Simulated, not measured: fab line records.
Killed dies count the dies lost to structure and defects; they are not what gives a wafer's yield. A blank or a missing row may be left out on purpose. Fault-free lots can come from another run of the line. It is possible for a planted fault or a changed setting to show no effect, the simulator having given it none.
Which of the tools did it?    flow berkeley-cmos170    45 wafers from 15 lots sampled at 5 of the route's 331 steps

WHAT THE GAUGES READ, wafer by wafer
UCB170_ACTIVE_CD_MEAS_90: the cd target is 1200 nm.
lot   measured     on         cd-nm (nm)
L417  day 5 02:32  cd-sem-01  1200.5 1202.2 1201.8
L416  day 5 02:49  cd-sem-01  1200.2 1199.1 1200.3
L418  day 6 03:39  cd-sem-02  1201.8 1202.1 1200.7
L419  day 6 03:55  cd-sem-02  1200.8 1201.2 1200.3
L420  day 6 07:25  cd-sem-02  1201.1 1199.3 1200.7
L425  day 6 07:56  cd-sem-01  1201.9 1201.8 1200.9
L423  day 6 08:16  cd-sem-01  1198.0 1197.4 1199.4
L424  day 6 08:38  cd-sem-01  1198.3 1198.6 1198.0
L426  day 6 16:16  cd-sem-01  1200.8 1200.2 1200.2
L428  day 7 11:38  cd-sem-01  1201.4 1201.1 1201.5
L429  day 7 12:10  cd-sem-01  1198.1 1198.7 1198.5
L432  day 7 22:34  cd-sem-02  1198.7 1199.9 1199.5
L436  day 8 21:24  cd-sem-01  1197.8 1197.4 1198.2
L438  day 9 03:19  cd-sem-02  1201.9 1201.1 1201.2
L439  day 9 03:29  cd-sem-02  1198.8 1198.9 1200.1

UCB170_NVT_OVL_MEAS_06.
lot   measured      on          NVT_OVL (nm)
L417  day 6 12:51   overlay-02  5 3 0
L416  day 6 12:35   overlay-02  12 15 9
L418  day 7 16:52   overlay-02  3 -4 -8
L419  day 7 16:14   overlay-01  3 -1 2
L420  day 7 16:19   overlay-02  -3 -3 0
L425  day 7 17:26   overlay-02  -16 -6 -7
L423  day 7 17:09   overlay-01  -2 -4 -1
L424  day 7 17:25   overlay-01  1 -2 2
L426  day 8 05:33   overlay-02  -7 -2 -5
L428  day 8 20:11   overlay-01  -1 -2 -4
L429  day 9 04:08   overlay-01  -4 3 5
L432  day 9 11:28   overlay-01  -1 3 -1
L436  day 10 17:09  overlay-02  -6 -3 -3
L438  day 10 16:52  overlay-02  0 -7 -1
L439  day 10 16:53  overlay-01  -9 -5 -6

UCB170_SPACER_THK_MEAS_01.
lot   measured      on             SPACER_TEOS_THK (nm)
L417  day 7 15:39   film-metro-03  371 376 381
L416  day 7 14:21   film-metro-01  362 369 376
L418  day 8 15:56   film-metro-02  378 376 384
L419  day 8 16:10   film-metro-03  369 383 380
L420  day 8 15:56   film-metro-03  375 381 380
L425  day 8 16:09   film-metro-02  371 382 378
L423  day 8 15:56   film-metro-01  373 372 376
L424  day 8 16:09   film-metro-01  375 373 380
L426  day 9 06:22   film-metro-03  369 369 375
L428  day 9 23:01   film-metro-02  365 320 323 365 320 323
L429  day 10 06:23  film-metro-03  320 321 328 320 321 328
L432  day 10 10:43  film-metro-03  376 311 368 376 311 368
L436  day 11 16:41  film-metro-03  369 376 369
L438  day 11 15:15  film-metro-03  370 366 373
L439  day 11 17:03  film-metro-03  370 375 370

TOOL THAT RAN EACH LOT (tool first, then ch and the chambers of the sampled wafers, then the start)
lot   UCB170_GATE_STRIP_16                  UCB170_SPACER_CVD_00
L417  plasma-asher-01 ch 0,1, day 7 08:38   pecvd-03 ch 1,2, day 7 15:37
L416  plasma-asher-04 ch 0,1, day 7 08:10   pecvd-03 ch 0,1, day 7 14:19
L418  plasma-asher-04 ch 0,1, day 8 09:35   pecvd-03 ch 0,1,2, day 8 15:52
L419  plasma-asher-01 ch 0,1, day 8 10:23   pecvd-04 ch 0,1,2, day 8 16:07
L420  plasma-asher-02 ch 0,1, day 8 09:20   pecvd-04 ch 1,2, day 8 15:52
L425  plasma-asher-01 ch 0,1, day 8 09:47   pecvd-02 ch 0,2, day 8 16:07
L423  plasma-asher-01 ch 0,1, day 8 09:27   pecvd-02 ch 0,1,2, day 8 15:53
L424  plasma-asher-04 ch 0,1, day 8 10:16   pecvd-03 ch 0,1, day 8 16:07
L426  plasma-asher-02 ch 0,1, day 8 21:58   pecvd-04 ch 0,1,2, day 9 06:19
L428  plasma-asher-01 ch 0,1, day 9 16:08   pecvd-03 ch 0,1, day 9 22:58
L429  plasma-asher-01 ch 0,1, day 9 23:22   pecvd-03 ch 0, day 10 06:17
L432  plasma-asher-02 ch 0,1, day 10 05:02  pecvd-03 ch 0,1,2, day 10 10:41
L436  plasma-asher-01 ch 0,1, day 11 09:55  pecvd-04 ch 0,1,2, day 11 16:37
L438  plasma-asher-01 ch 0,1, day 11 09:29  pecvd-02 ch 0,2, day 11 15:11
L439  plasma-asher-04 ch 0,1, day 11 10:10  pecvd-02 ch 0,2, day 11 16:59
- UCB170_GATE_STRIP_16: strips in O2.
- UCB170_SPACER_CVD_00: deposits SiO2 from TEOS/O2, target thk 376 nm, time 47 s.

AS READ BY THE TOOLS THEMSELVES (means over the sampled wafers that have a number; for cases with no such wafer, the mark the record gives instead)
UCB170_GATE_STRIP_16.
lot   tool             drypump-motor-current-A (A)  oes-product-au (a.u.)
L417  plasma-asher-01  6.0                          0.723
L416  plasma-asher-04  5.5                          0.724
L418  plasma-asher-04  5.4                          0.722
L419  plasma-asher-01  6.0                          0.726
L420  plasma-asher-02  6.0                          0.722
L425  plasma-asher-01  6.1                          0.718
L423  plasma-asher-01  6.0                          0.723
L424  plasma-asher-04  5.4                          0.726
L426  plasma-asher-02  6.2                          0.729
L428  plasma-asher-01  6.0                          0.727
L429  plasma-asher-01  6.0                          0.723
L432  plasma-asher-02  6.2                          0.724
L436  plasma-asher-01  6.0                          0.723
L438  plasma-asher-01  6.0                          0.725
L439  plasma-asher-04  5.4                          0.727

UCB170_SPACER_CVD_00.
lot   tool      heater-power-w (W)
L417  pecvd-03  266
L416  pecvd-03  228
L418  pecvd-03  284
L419  pecvd-04  263
L420  pecvd-04  298
L425  pecvd-02  268
L423  pecvd-02  239
L424  pecvd-03  257
L426  pecvd-04  252
L428  pecvd-03  265
L429  pecvd-03  225
L432  pecvd-03  237
L436  pecvd-04  238
L438  pecvd-02  258
L439  pecvd-02  276

THE ANSWER, worked out from the rows above alone
Rule: the usual values come from the lots themselves. The widest of any qualifying gaps counts: lots, ordered by their means at a reading, are off when they make up no more than a third of the lots, leave a main group of 4 or more, and stand apart from it by 3 or more times the standard deviation of that group's means. A main group whose means are all the same, to the digits that the tables above print for the reading, isn't used. A lot without any number at a reading at which 4 lots or more have one is off too. All remaining lots with rows at the step are treated as sound. First the gauges in route order, then the tools' own readings, where a lot's mean is used as printed above. The first step at which some lot is off is used, and at that step the reading that is off furthest; a lot without a number counts as furthest.
Off: L428, L429, L432, at UCB170_SPACER_THK_MEAS_01 (SPACER_TEOS_THK). The main group: mean 374 nm, standard deviation 3.5.
If a tool, at a process step before that reading, ran all the lots that are off and no sound lot after the first of them, it fits. The gauges at UCB170_SPACER_THK_MEAS_01 are tried like those tools. One fits: pecvd-03 at UCB170_SPACER_CVD_00. Its last sound lot is L424 (day 8 16:07), its first lot that is off L428 (day 9 22:58): a fault that began between those two fits.

WHAT THE SIMULATOR HAD PUT IN
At UCB170_SPACER_CVD_00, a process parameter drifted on pecvd-03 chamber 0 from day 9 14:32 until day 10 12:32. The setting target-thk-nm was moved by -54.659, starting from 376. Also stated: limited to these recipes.
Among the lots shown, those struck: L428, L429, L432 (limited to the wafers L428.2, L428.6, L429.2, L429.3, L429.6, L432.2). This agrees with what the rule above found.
